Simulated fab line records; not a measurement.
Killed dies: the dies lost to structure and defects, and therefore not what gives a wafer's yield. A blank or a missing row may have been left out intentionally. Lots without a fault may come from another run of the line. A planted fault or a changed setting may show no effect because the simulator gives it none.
fab line records / flow berkeley-cmos170
[record] lots = 15 wafers = 45 last-day = 11
route steps=331 shown ACTIVE@76 PSD@182 M3@311
lots that met no fault: from a run of the same line without faults
start-h: start of the lot's first displayed wafer, in hours after the record's first day / wait-h: hours from the lot's prior step to this one / " repeats the value in the row above / L1.1+2: a single row standing in for several wafers / - either no value or no given start / * or withheld: withheld / < > ~ a bound
route shown NAME@n: names a module that has steps shown in the file, with the first one's number in the route / usual: mean/standard deviation of fault-free wafers / same: alike in all rows / chamber/n: place in a boat / sites: per-site readings / _std_site: the values' standard deviation / _edge_site: the outer-site mean with the inner-site mean subtracted / radius-mm: for every site, how far away it sits from the centre of the wafer / mask NAME#n: copy n / behind: the last tool/chamber to shape the wafer / hold: cause of the lot's hold/its duration in hours/its outcome / device: whichever transistor did not switch (one of n, p or np) / end of line: tests run on the same wafers once the route is complete / step lacking rows: just its recipe / killed: dies that structure and defects cost at the first sort, which is not the same as the wafer's yield / map: the dies of a wafer, with x for killed, . for not killed, _ for no die there
set.NAME: the run value of the setting; set.NAME@STEP: its run value at that earlier step / model.NAME: the simulator's own value behind a step, which no gauge read
the route's steps for a sample of lots (tables are steps, rows are wafers)
services: a tool's chamber out of use, with start hour (start-h, from the record's first day; less than 0 if before it), hours out, and reason
[[steps]]
[step UCB170_ACTIVE_STRIP_16]
[recipe] chemistry = O2 power-w = 400 pressure-mtorr = 3500 platen-temp-c = withheld o2-flow-sccm = 400 overash-fraction = 0.5
[usual] chamber-pressure-mTorr = 3500/3.4 drypump-motor-current-A = 5.6/0.47 oes-product-au = 0.721/0.0044 strip-time-to-endpoint-s = 18.15/0.082
lot.wafer=L646.1 tool=plasma-asher-02 chamber=0 start-h=82.19 wait-h=0.1 chamber-pressure-mTorr=3498 drypump-motor-current-A=5.2 oes-product-au=0.725 rf-hours-counter-h=37 strip-time-to-endpoint-s=18.09
lot.wafer=L646.4 tool=plasma-asher-02 chamber=1 start-h=82.19 wait-h=0.1 chamber-pressure-mTorr=3501 drypump-motor-current-A=5.8 oes-product-au=0.711 rf-hours-counter-h=- strip-time-to-endpoint-s=18.13
lot.wafer=L646.6 tool=plasma-asher-02 chamber=1 start-h=82.19 wait-h=0.1 chamber-pressure-mTorr=3498 drypump-motor-current-A=5.8 oes-product-au=0.718 rf-hours-counter-h=- strip-time-to-endpoint-s=18.08
lot.wafer=L648.1 tool=plasma-asher-01 chamber=1 start-h=82.74 wait-h=0.1 chamber-pressure-mTorr=3499 drypump-motor-current-A=6.3 oes-product-au=0.720 rf-hours-counter-h=31 strip-time-to-endpoint-s=18.11
lot.wafer=L648.3 tool=plasma-asher-01 chamber=0 start-h=82.74 wait-h=0.1 chamber-pressure-mTorr=3500 drypump-motor-current-A=4.9 oes-product-au=0.723 rf-hours-counter-h=- strip-time-to-endpoint-s=18.22
lot.wafer=L648.5 tool=plasma-asher-01 chamber=0 start-h=82.74 wait-h=0.1 chamber-pressure-mTorr=3492 drypump-motor-current-A=4.9 oes-product-au=0.725 rf-hours-counter-h=- strip-time-to-endpoint-s=18.23
lot.wafer=L647.1 tool=plasma-asher-02 chamber=0 start-h=82.76 wait-h=0.1 chamber-pressure-mTorr=3503 drypump-motor-current-A=5.2 oes-product-au=0.720 rf-hours-counter-h=38 strip-time-to-endpoint-s=18.12
lot.wafer=L647.4 tool=plasma-asher-02 chamber=1 start-h=82.76 wait-h=0.1 chamber-pressure-mTorr=3498 drypump-motor-current-A=5.8 oes-product-au=0.717 rf-hours-counter-h=- strip-time-to-endpoint-s=18.12
lot.wafer=L647.6 tool=plasma-asher-02 chamber=0 start-h=82.76 wait-h=0.1 chamber-pressure-mTorr=3496 drypump-motor-current-A=5.2 oes-product-au=0.717 rf-hours-counter-h=- strip-time-to-endpoint-s=18.11
lot.wafer=L650.3 tool=plasma-asher-04 chamber=1 start-h=92.03 wait-h=0.1 chamber-pressure-mTorr=3497 drypump-motor-current-A=5.3 oes-product-au=0.733 rf-hours-counter-h=- strip-time-to-endpoint-s=18.28
lot.wafer=L650.4 tool=plasma-asher-04 chamber=0 start-h=92.03 wait-h=0.1 chamber-pressure-mTorr=3502 drypump-motor-current-A=5.7 oes-product-au=0.718 rf-hours-counter-h=- strip-time-to-endpoint-s=18.14
lot.wafer=L650.6 tool=plasma-asher-04 chamber=1 start-h=92.03 wait-h=0.1 chamber-pressure-mTorr=3503 drypump-motor-current-A=5.3 oes-product-au=0.719 rf-hours-counter-h=- strip-time-to-endpoint-s=18.24
lot.wafer=L649.2 tool=plasma-asher-02 chamber=1 start-h=92.15 wait-h=0.1 chamber-pressure-mTorr=3498 drypump-motor-current-A=5.8 oes-product-au=0.726 rf-hours-counter-h=39 strip-time-to-endpoint-s=18.28
lot.wafer=L649.5 tool=plasma-asher-02 chamber=1 start-h=92.15 wait-h=0.1 chamber-pressure-mTorr=3502 drypump-motor-current-A=5.8 oes-product-au=0.719 rf-hours-counter-h=- strip-time-to-endpoint-s=18.16
lot.wafer=L649.6 tool=plasma-asher-02 chamber=0 start-h=92.15 wait-h=0.1 chamber-pressure-mTorr=3500 drypump-motor-current-A=5.2 oes-product-au=0.723 rf-hours-counter-h=- strip-time-to-endpoint-s=18.14
lot.wafer=L653.1 tool=plasma-asher-04 chamber=1 start-h=110.68 wait-h=0.1 chamber-pressure-mTorr=3504 drypump-motor-current-A=5.3 oes-product-au=0.715 rf-hours-counter-h=38 strip-time-to-endpoint-s=18.17
lot.wafer=L653.3 tool=plasma-asher-04 chamber=1 start-h=110.68 wait-h=0.1 chamber-pressure-mTorr=3504 drypump-motor-current-A=5.3 oes-product-au=0.715 rf-hours-counter-h=- strip-time-to-endpoint-s=18.20
lot.wafer=L653.5 tool=plasma-asher-04 chamber=0 start-h=110.68 wait-h=0.1 chamber-pressure-mTorr=3501 drypump-motor-current-A=5.7 oes-product-au=0.724 rf-hours-counter-h=- strip-time-to-endpoint-s=18.22
lot.wafer=L655.3 tool=plasma-asher-01 chamber=1 start-h=127.29 wait-h=0.1 chamber-pressure-mTorr=3499 drypump-motor-current-A=6.3 oes-product-au=0.728 rf-hours-counter-h=- strip-time-to-endpoint-s=18.10
lot.wafer=L655.4 tool=plasma-asher-01 chamber=0 start-h=127.29 wait-h=0.1 chamber-pressure-mTorr=3502 drypump-motor-current-A=5.0 oes-product-au=0.718 rf-hours-counter-h=- strip-time-to-endpoint-s=18.16
lot.wafer=L655.6 tool=plasma-asher-01 chamber=0 start-h=127.29 wait-h=0.1 chamber-pressure-mTorr=3499 drypump-motor-current-A=5.0 oes-product-au=0.726 rf-hours-counter-h=- strip-time-to-endpoint-s=18.12
lot.wafer=L656.2 tool=plasma-asher-04 chamber=1 start-h=134.01 wait-h=0.1 chamber-pressure-mTorr=3498 drypump-motor-current-A=5.4 oes-product-au=0.722 rf-hours-counter-h=40 strip-time-to-endpoint-s=18.06
lot.wafer=L656.3 tool=plasma-asher-04 chamber=0 start-h=134.01 wait-h=0.1 chamber-pressure-mTorr=3501 drypump-motor-current-A=5.7 oes-product-au=0.713 rf-hours-counter-h=- strip-time-to-endpoint-s=18.11
lot.wafer=L656.4 tool=plasma-asher-04 chamber=1 start-h=134.01 wait-h=0.1 chamber-pressure-mTorr=3505 drypump-motor-current-A=5.4 oes-product-au=0.716 rf-hours-counter-h=- strip-time-to-endpoint-s=18.03
lot.wafer=L657.2 tool=plasma-asher-01 chamber=1 start-h=144.03 wait-h=0.1 chamber-pressure-mTorr=3500 drypump-motor-current-A=6.3 oes-product-au=0.722 rf-hours-counter-h=34 strip-time-to-endpoint-s=18.17
lot.wafer=L657.3 tool=plasma-asher-01 chamber=0 start-h=144.03 wait-h=0.1 chamber-pressure-mTorr=3509 drypump-motor-current-A=5.0 oes-product-au=0.723 rf-hours-counter-h=- strip-time-to-endpoint-s=18.08
lot.wafer=L657.6 tool=plasma-asher-01 chamber=0 start-h=144.03 wait-h=0.1 chamber-pressure-mTorr=3498 drypump-motor-current-A=5.0 oes-product-au=0.717 rf-hours-counter-h=- strip-time-to-endpoint-s=18.05
lot.wafer=L661.1 tool=plasma-asher-01 chamber=0 start-h=162.29 wait-h=0.1 chamber-pressure-mTorr=3500 drypump-motor-current-A=4.9 oes-product-au=0.728 rf-hours-counter-h=36 strip-time-to-endpoint-s=18.09
lot.wafer=L661.4 tool=plasma-asher-01 chamber=0 start-h=162.29 wait-h=0.1 chamber-pressure-mTorr=3496 drypump-motor-current-A=5.0 oes-product-au=0.730 rf-hours-counter-h=- strip-time-to-endpoint-s=18.05
lot.wafer=L661.5 tool=plasma-asher-01 chamber=0 start-h=162.29 wait-h=0.1 chamber-pressure-mTorr=3503 drypump-motor-current-A=5.0 oes-product-au=0.720 rf-hours-counter-h=- strip-time-to-endpoint-s=18.10
lot.wafer=L660.2 tool=plasma-asher-02 chamber=1 start-h=162.57 wait-h=0.1 chamber-pressure-mTorr=3505 drypump-motor-current-A=5.8 oes-product-au=0.712 rf-hours-counter-h=4 strip-time-to-endpoint-s=18.19
lot.wafer=L660.5 tool=plasma-asher-02 chamber=1 start-h=162.57 wait-h=0.1 chamber-pressure-mTorr=3500 drypump-motor-current-A=5.8 oes-product-au=0.716 rf-hours-counter-h=- strip-time-to-endpoint-s=18.35
lot.wafer=L660.6 tool=plasma-asher-02 chamber=0 start-h=162.57 wait-h=0.1 chamber-pressure-mTorr=3492 drypump-motor-current-A=5.2 oes-product-au=0.727 rf-hours-counter-h=- strip-time-to-endpoint-s=18.28
lot.wafer=L663.1 tool=plasma-asher-01 chamber=1 start-h=165.60 wait-h=0.1 chamber-pressure-mTorr=- drypump-motor-current-A=- oes-product-au=- rf-hours-counter-h=- strip-time-to-endpoint-s=-
lot.wafer=L663.3 tool=plasma-asher-01 chamber=1 start-h=165.60 wait-h=0.1 chamber-pressure-mTorr=- drypump-motor-current-A=- oes-product-au=- rf-hours-counter-h=- strip-time-to-endpoint-s=-
lot.wafer=L663.6 tool=plasma-asher-01 chamber=1 start-h=165.60 wait-h=0.1 chamber-pressure-mTorr=- drypump-motor-current-A=- oes-product-au=- rf-hours-counter-h=- strip-time-to-endpoint-s=-
lot.wafer=L666.1 tool=plasma-asher-02 chamber=0 start-h=181.64 wait-h=0.1 chamber-pressure-mTorr=- drypump-motor-current-A=- oes-product-au=- rf-hours-counter-h=- strip-time-to-endpoint-s=-
lot.wafer=L666.2 tool=plasma-asher-02 chamber=1 start-h=181.64 wait-h=0.1 chamber-pressure-mTorr=- drypump-motor-current-A=- oes-product-au=- rf-hours-counter-h=- strip-time-to-endpoint-s=-
lot.wafer=L666.4 tool=plasma-asher-02 chamber=0 start-h=181.64 wait-h=0.1 chamber-pressure-mTorr=- drypump-motor-current-A=- oes-product-au=- rf-hours-counter-h=- strip-time-to-endpoint-s=-
lot.wafer=L667.2 tool=plasma-asher-01 chamber=0 start-h=181.68 wait-h=0.1 chamber-pressure-mTorr=- drypump-motor-current-A=- oes-product-au=- rf-hours-counter-h=- strip-time-to-endpoint-s=-
lot.wafer=L667.3 tool=plasma-asher-01 chamber=1 start-h=181.68 wait-h=0.1 chamber-pressure-mTorr=- drypump-motor-current-A=- oes-product-au=- rf-hours-counter-h=- strip-time-to-endpoint-s=-
lot.wafer=L667.5 tool=plasma-asher-01 chamber=0 start-h=181.68 wait-h=0.1 chamber-pressure-mTorr=- drypump-motor-current-A=- oes-product-au=- rf-hours-counter-h=- strip-time-to-endpoint-s=-
lot.wafer=L669.1 tool=plasma-asher-04 chamber=0 start-h=190.79 wait-h=0.1 chamber-pressure-mTorr=3501 drypump-motor-current-A=5.7 oes-product-au=0.716 rf-hours-counter-h=47 strip-time-to-endpoint-s=18.04
lot.wafer=L669.3 tool=plasma-asher-04 chamber=1 start-h=190.79 wait-h=0.1 chamber-pressure-mTorr=3499 drypump-motor-current-A=5.3 oes-product-au=0.713 rf-hours-counter-h=- strip-time-to-endpoint-s=18.21
lot.wafer=L669.4 tool=plasma-asher-04 chamber=0 start-h=190.79 wait-h=0.1 chamber-pressure-mTorr=3499 drypump-motor-current-A=5.7 oes-product-au=0.721 rf-hours-counter-h=- strip-time-to-endpoint-s=18.21
[step UCB170_PSD_OVL_MEAS_07]
[usual] PSD_OVL = -5/6.9
lot.wafer=L647.1 tool=overlay-02 chamber=- start-h=146.44 wait-h=0.1 PSD_OVL[nm]=-5
lot.wafer=L647.4 tool=overlay-02 chamber=- start-h=146.44 wait-h=0.1 PSD_OVL[nm]=-21
lot.wafer=L647.6 tool=overlay-02 chamber=- start-h=146.44 wait-h=0.1 PSD_OVL[nm]=-14
lot.wafer=L646.1 tool=overlay-01 chamber=- start-h=146.51 wait-h=0.1 PSD_OVL[nm]=-7
lot.wafer=L646.4 tool=overlay-01 chamber=- start-h=146.51 wait-h=0.1 PSD_OVL[nm]=-12
lot.wafer=L646.6 tool=overlay-01 chamber=- start-h=146.51 wait-h=0.1 PSD_OVL[nm]=-6
lot.wafer=L648.1 tool=overlay-02 chamber=- start-h=146.59 wait-h=0.1 PSD_OVL[nm]=3
lot.wafer=L648.3 tool=overlay-02 chamber=- start-h=146.59 wait-h=0.1 PSD_OVL[nm]=6
lot.wafer=L648.5 tool=overlay-02 chamber=- start-h=146.59 wait-h=0.1 PSD_OVL[nm]=4
lot.wafer=L649.2 tool=overlay-02 chamber=- start-h=147.18 wait-h=0.1 PSD_OVL[nm]=-12
lot.wafer=L649.5 tool=overlay-02 chamber=- start-h=147.18 wait-h=0.1 PSD_OVL[nm]=-5
lot.wafer=L649.6 tool=overlay-02 chamber=- start-h=147.18 wait-h=0.1 PSD_OVL[nm]=-10
lot.wafer=L650.3 tool=overlay-01 chamber=- start-h=147.25 wait-h=0.1 PSD_OVL[nm]=0
lot.wafer=L650.4 tool=overlay-01 chamber=- start-h=147.25 wait-h=0.1 PSD_OVL[nm]=-3
lot.wafer=L650.6 tool=overlay-01 chamber=- start-h=147.25 wait-h=0.1 PSD_OVL[nm]=4
lot.wafer=L653.1 tool=overlay-01 chamber=- start-h=169.09 wait-h=0.1 PSD_OVL[nm]=-20
lot.wafer=L653.3 tool=overlay-01 chamber=- start-h=169.09 wait-h=0.1 PSD_OVL[nm]=-17
lot.wafer=L653.5 tool=overlay-01 chamber=- start-h=169.09 wait-h=0.1 PSD_OVL[nm]=-16
lot.wafer=L655.3 tool=overlay-02 chamber=- start-h=187.50 wait-h=0.1 PSD_OVL[nm]=5
lot.wafer=L655.4 tool=overlay-02 chamber=- start-h=187.50 wait-h=0.1 PSD_OVL[nm]=-6
lot.wafer=L655.6 tool=overlay-02 chamber=- start-h=187.50 wait-h=0.1 PSD_OVL[nm]=0
lot.wafer=L656.2 tool=overlay-02 chamber=- start-h=193.96 wait-h=0.1 PSD_OVL[nm]=1
lot.wafer=L656.3 tool=overlay-02 chamber=- start-h=193.96 wait-h=0.1 PSD_OVL[nm]=4
lot.wafer=L656.4 tool=overlay-02 chamber=- start-h=193.96 wait-h=0.1 PSD_OVL[nm]=4
lot.wafer=L657.2 tool=overlay-01 chamber=- start-h=198.54 wait-h=0.1 PSD_OVL[nm]=-2
lot.wafer=L657.3 tool=overlay-01 chamber=- start-h=198.54 wait-h=0.1 PSD_OVL[nm]=-8
lot.wafer=L657.6 tool=overlay-01 chamber=- start-h=198.54 wait-h=0.1 PSD_OVL[nm]=-7
lot.wafer=L661.1 tool=overlay-02 chamber=- start-h=214.44 wait-h=0.1 PSD_OVL[nm]=-8
lot.wafer=L661.4 tool=overlay-02 chamber=- start-h=214.44 wait-h=0.1 PSD_OVL[nm]=-1
lot.wafer=L661.5 tool=overlay-02 chamber=- start-h=214.44 wait-h=0.1 PSD_OVL[nm]=-10
lot.wafer=L660.2 tool=overlay-01 chamber=- start-h=214.99 wait-h=0.1 PSD_OVL[nm]=2
lot.wafer=L660.5 tool=overlay-01 chamber=- start-h=214.99 wait-h=0.1 PSD_OVL[nm]=1
lot.wafer=L660.6 tool=overlay-01 chamber=- start-h=214.99 wait-h=0.1 PSD_OVL[nm]=8
lot.wafer=L669.1 tool=overlay-01 chamber=- start-h=237.84 wait-h=0.1 PSD_OVL[nm]=-2
lot.wafer=L669.3 tool=overlay-01 chamber=- start-h=237.84 wait-h=0.1 PSD_OVL[nm]=-4
lot.wafer=L669.4 tool=overlay-01 chamber=- start-h=237.84 wait-h=0.1 PSD_OVL[nm]=4
[step UCB170_M3_RS_MEAS_02]
[recipe] thk-meas-gauge = four-point-probe reads = Al_of_M3_SPUTTER_01
[usual] M3_AL_RS = 0.0322/0.00035
lot.wafer=L647.1 tool=film-metro-04 chamber=- start-h=172.68 wait-h=0.0 M3_AL_RS[ohm/sq]=0.0332
lot.wafer=L647.4 tool=film-metro-04 chamber=- start-h=172.68 wait-h=0.0 M3_AL_RS[ohm/sq]=0.0326
lot.wafer=L647.6 tool=film-metro-04 chamber=- start-h=172.68 wait-h=0.0 M3_AL_RS[ohm/sq]=0.0330
lot.wafer=L648.1 tool=film-metro-02 chamber=- start-h=173.23 wait-h=0.0 M3_AL_RS[ohm/sq]=0.0327
lot.wafer=L648.3 tool=film-metro-02 chamber=- start-h=173.23 wait-h=0.0 M3_AL_RS[ohm/sq]=0.0328
lot.wafer=L648.5 tool=film-metro-02 chamber=- start-h=173.23 wait-h=0.0 M3_AL_RS[ohm/sq]=0.0331
lot.wafer=L646.1 tool=film-metro-02 chamber=- start-h=176.41 wait-h=0.0 M3_AL_RS[ohm/sq]=0.0317
lot.wafer=L646.4 tool=film-metro-02 chamber=- start-h=176.41 wait-h=0.0 M3_AL_RS[ohm/sq]=0.0317
lot.wafer=L646.6 tool=film-metro-02 chamber=- start-h=176.41 wait-h=0.0 M3_AL_RS[ohm/sq]=0.0314
lot.wafer=L650.3 tool=film-metro-02 chamber=- start-h=176.85 wait-h=0.1 M3_AL_RS[ohm/sq]=0.0323
lot.wafer=L650.4 tool=film-metro-02 chamber=- start-h=176.85 wait-h=0.1 M3_AL_RS[ohm/sq]=0.0326
lot.wafer=L650.6 tool=film-metro-02 chamber=- start-h=176.85 wait-h=0.1 M3_AL_RS[ohm/sq]=0.0324
lot.wafer=L649.2 tool=film-metro-03 chamber=- start-h=177.13 wait-h=0.1 M3_AL_RS[ohm/sq]=0.0325
lot.wafer=L649.5 tool=film-metro-03 chamber=- start-h=177.13 wait-h=0.1 M3_AL_RS[ohm/sq]=0.0322
lot.wafer=L649.6 tool=film-metro-03 chamber=- start-h=177.13 wait-h=0.1 M3_AL_RS[ohm/sq]=0.0318
lot.wafer=L653.1 tool=film-metro-04 chamber=- start-h=191.71 wait-h=0.0 M3_AL_RS[ohm/sq]=0.0326
lot.wafer=L653.3 tool=film-metro-04 chamber=- start-h=191.71 wait-h=0.0 M3_AL_RS[ohm/sq]=0.0323
lot.wafer=L653.5 tool=film-metro-04 chamber=- start-h=191.71 wait-h=0.0 M3_AL_RS[ohm/sq]=0.0326
lot.wafer=L655.3 tool=film-metro-02 chamber=- start-h=213.88 wait-h=0.1 M3_AL_RS[ohm/sq]=0.0323
lot.wafer=L655.4 tool=film-metro-02 chamber=- start-h=213.88 wait-h=0.1 M3_AL_RS[ohm/sq]=0.0322
lot.wafer=L655.6 tool=film-metro-02 chamber=- start-h=213.88 wait-h=0.1 M3_AL_RS[ohm/sq]=0.0323
lot.wafer=L656.2 tool=film-metro-03 chamber=- start-h=219.14 wait-h=0.1 M3_AL_RS[ohm/sq]=0.0316
lot.wafer=L656.3 tool=film-metro-03 chamber=- start-h=219.14 wait-h=0.1 M3_AL_RS[ohm/sq]=0.0317
lot.wafer=L656.4 tool=film-metro-03 chamber=- start-h=219.14 wait-h=0.1 M3_AL_RS[ohm/sq]=0.0317
lot.wafer=L657.2 tool=film-metro-04 chamber=- start-h=226.89 wait-h=0.1 M3_AL_RS[ohm/sq]=0.0320
lot.wafer=L657.3 tool=film-metro-04 chamber=- start-h=226.89 wait-h=0.1 M3_AL_RS[ohm/sq]=0.0321
lot.wafer=L657.6 tool=film-metro-04 chamber=- start-h=226.89 wait-h=0.1 M3_AL_RS[ohm/sq]=0.0320
lot.wafer=L661.1 tool=film-metro-02 chamber=- start-h=240.35 wait-h=0.0 M3_AL_RS[ohm/sq]=0.0322
lot.wafer=L661.4 tool=film-metro-02 chamber=- start-h=240.35 wait-h=0.0 M3_AL_RS[ohm/sq]=0.0323
lot.wafer=L661.5 tool=film-metro-02 chamber=- start-h=240.35 wait-h=0.0 M3_AL_RS[ohm/sq]=0.0320
lot.wafer=L660.2 tool=film-metro-03 chamber=- start-h=240.54 wait-h=0.1 M3_AL_RS[ohm/sq]=0.0322
lot.wafer=L660.5 tool=film-metro-03 chamber=- start-h=240.54 wait-h=0.1 M3_AL_RS[ohm/sq]=0.0324
lot.wafer=L660.6 tool=film-metro-03 chamber=- start-h=240.54 wait-h=0.1 M3_AL_RS[ohm/sq]=0.0321
lot.wafer=L669.1 tool=film-metro-02 chamber=- start-h=263.60 wait-h=0.0 M3_AL_RS[ohm/sq]=0.0316
lot.wafer=L669.3 tool=film-metro-02 chamber=- start-h=263.60 wait-h=0.0 M3_AL_RS[ohm/sq]=0.0316
lot.wafer=L669.4 tool=film-metro-02 chamber=- start-h=263.60 wait-h=0.0 M3_AL_RS[ohm/sq]=0.0319
[step UCB170_M3_BOW_MEAS_20]
[recipe] mode = bow
[usual] M3_BOW = 35/7.6
lot.wafer=L647.1 tool=film-metro-03 chamber=- start-h=175.27 wait-h=0.1 M3_BOW[um]=31
lot.wafer=L647.4 tool=film-metro-03 chamber=- start-h=175.27 wait-h=0.1 M3_BOW[um]=32
lot.wafer=L647.6 tool=film-metro-03 chamber=- start-h=175.27 wait-h=0.1 M3_BOW[um]=29
lot.wafer=L648.1 tool=film-metro-04 chamber=- start-h=175.60 wait-h=0.1 M3_BOW[um]=37
lot.wafer=L648.3 tool=film-metro-04 chamber=- start-h=175.60 wait-h=0.1 M3_BOW[um]=39
lot.wafer=L648.5 tool=film-metro-04 chamber=- start-h=175.60 wait-h=0.1 M3_BOW[um]=45
lot.wafer=L646.1 tool=film-metro-04 chamber=- start-h=179.07 wait-h=0.1 M3_BOW[um]=26
lot.wafer=L646.4 tool=film-metro-04 chamber=- start-h=179.07 wait-h=0.1 M3_BOW[um]=27
lot.wafer=L646.6 tool=film-metro-04 chamber=- start-h=179.07 wait-h=0.1 M3_BOW[um]=42
lot.wafer=L650.3 tool=film-metro-03 chamber=- start-h=179.38 wait-h=0.1 M3_BOW[um]=22
lot.wafer=L650.4 tool=film-metro-03 chamber=- start-h=179.38 wait-h=0.1 M3_BOW[um]=36
lot.wafer=L650.6 tool=film-metro-03 chamber=- start-h=179.38 wait-h=0.1 M3_BOW[um]=53
lot.wafer=L649.2 tool=film-metro-03 chamber=- start-h=179.69 wait-h=0.1 M3_BOW[um]=43
lot.wafer=L649.5 tool=film-metro-03 chamber=- start-h=179.69 wait-h=0.1 M3_BOW[um]=47
lot.wafer=L649.6 tool=film-metro-03 chamber=- start-h=179.69 wait-h=0.1 M3_BOW[um]=24
lot.wafer=L653.1 tool=film-metro-02 chamber=- start-h=195.30 wait-h=0.1 M3_BOW[um]=29
lot.wafer=L653.3 tool=film-metro-02 chamber=- start-h=195.30 wait-h=0.1 M3_BOW[um]=26
lot.wafer=L653.5 tool=film-metro-02 chamber=- start-h=195.30 wait-h=0.1 M3_BOW[um]=31
lot.wafer=L655.3 tool=film-metro-02 chamber=- start-h=216.83 wait-h=0.1 M3_BOW[um]=34
lot.wafer=L655.4 tool=film-metro-02 chamber=- start-h=216.83 wait-h=0.1 M3_BOW[um]=24
lot.wafer=L655.6 tool=film-metro-02 chamber=- start-h=216.83 wait-h=0.1 M3_BOW[um]=28
lot.wafer=L656.2 tool=film-metro-02 chamber=- start-h=222.16 wait-h=0.1 M3_BOW[um]=40
lot.wafer=L656.3 tool=film-metro-02 chamber=- start-h=222.16 wait-h=0.1 M3_BOW[um]=40
lot.wafer=L656.4 tool=film-metro-02 chamber=- start-h=222.16 wait-h=0.1 M3_BOW[um]=39
lot.wafer=L657.2 tool=film-metro-02 chamber=- start-h=229.79 wait-h=0.1 M3_BOW[um]=45
lot.wafer=L657.3 tool=film-metro-02 chamber=- start-h=229.79 wait-h=0.1 M3_BOW[um]=41
lot.wafer=L657.6 tool=film-metro-02 chamber=- start-h=229.79 wait-h=0.1 M3_BOW[um]=32
lot.wafer=L661.1 tool=film-metro-04 chamber=- start-h=243.68 wait-h=0.1 M3_BOW[um]=14
lot.wafer=L661.4 tool=film-metro-04 chamber=- start-h=243.68 wait-h=0.1 M3_BOW[um]=40
lot.wafer=L661.5 tool=film-metro-04 chamber=- start-h=243.68 wait-h=0.1 M3_BOW[um]=31
lot.wafer=L660.2 tool=film-metro-03 chamber=- start-h=243.82 wait-h=0.1 M3_BOW[um]=45
lot.wafer=L660.5 tool=film-metro-03 chamber=- start-h=243.82 wait-h=0.1 M3_BOW[um]=34
lot.wafer=L660.6 tool=film-metro-03 chamber=- start-h=243.82 wait-h=0.1 M3_BOW[um]=38
lot.wafer=L669.1 tool=film-metro-04 chamber=- start-h=267.50 wait-h=0.1 M3_BOW[um]=38
lot.wafer=L669.3 tool=film-metro-04 chamber=- start-h=267.50 wait-h=0.1 M3_BOW[um]=15
lot.wafer=L669.4 tool=film-metro-04 chamber=- start-h=267.50 wait-h=0.1 M3_BOW[um]=33
[[services]]
tool=plasma-asher-01 chamber=- start-h=84.40 hours=32.1 kind=repair
tool=plasma-asher-02 chamber=- start-h=108.75 hours=9.0 kind=pm
tool=plasma-asher-02 chamber=0 start-h=108.75 hours=9.0 kind=vent-cycle
tool=plasma-asher-02 chamber=1 start-h=108.75 hours=9.0 kind=vent-cycle
tool=plasma-asher-02 chamber=0 start-h=117.75 hours=- kind=clean
tool=plasma-asher-02 chamber=1 start-h=117.75 hours=- kind=clean
tool=plasma-asher-02 chamber=- start-h=126.56 hours=1.4 kind=repair
[[key]]
[first-sign] step = UCB170_ACTIVE_STRIP_16 reading = tool-record direction = missing
effect none on later readings
met-at UCB170_ACTIVE_STRIP_16
struck-lots L663,L666,L667
later-rows-left-out L663.1,L663.3,L663.6,L666.1,L666.2,L666.4,L667.2,L667.3,L667.5
sort-left-out L663.1,L663.3,L663.6,L666.1,L666.2,L666.4,L667.2,L667.3,L667.5
tester-left-out L663,L666,L667
not-acting-at UCB170_PSD_OVL_MEAS_07,UCB170_M3_RS_MEAS_02,UCB170_M3_BOW_MEAS_20
onset-between 162.57 165.60
[fault] kind = skipped-step-whole tool = plasma-asher-01,plasma-asher-02 chamber = - onset-h = 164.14 steps = UCB170_ACTIVE_STRIP_16 scope = struck-lots-only
// tester-left-out: of these lots the tester's yield and bins aren't shown, on N5 and GAA mostly nor the transistor test; their killed dies are dies lost to structure and defects alone, not to doping, threshold or leakage, so they don't give the yield
// sort-left-out: the simulated sort isn't trusted on such a fault, so these wafers' sort isn't shown, and their yield isn't known
// later-rows-left-out: the simulator's readings of these wafers behind a module that went badly wrong aren't trusted and aren't shown, but for the sort
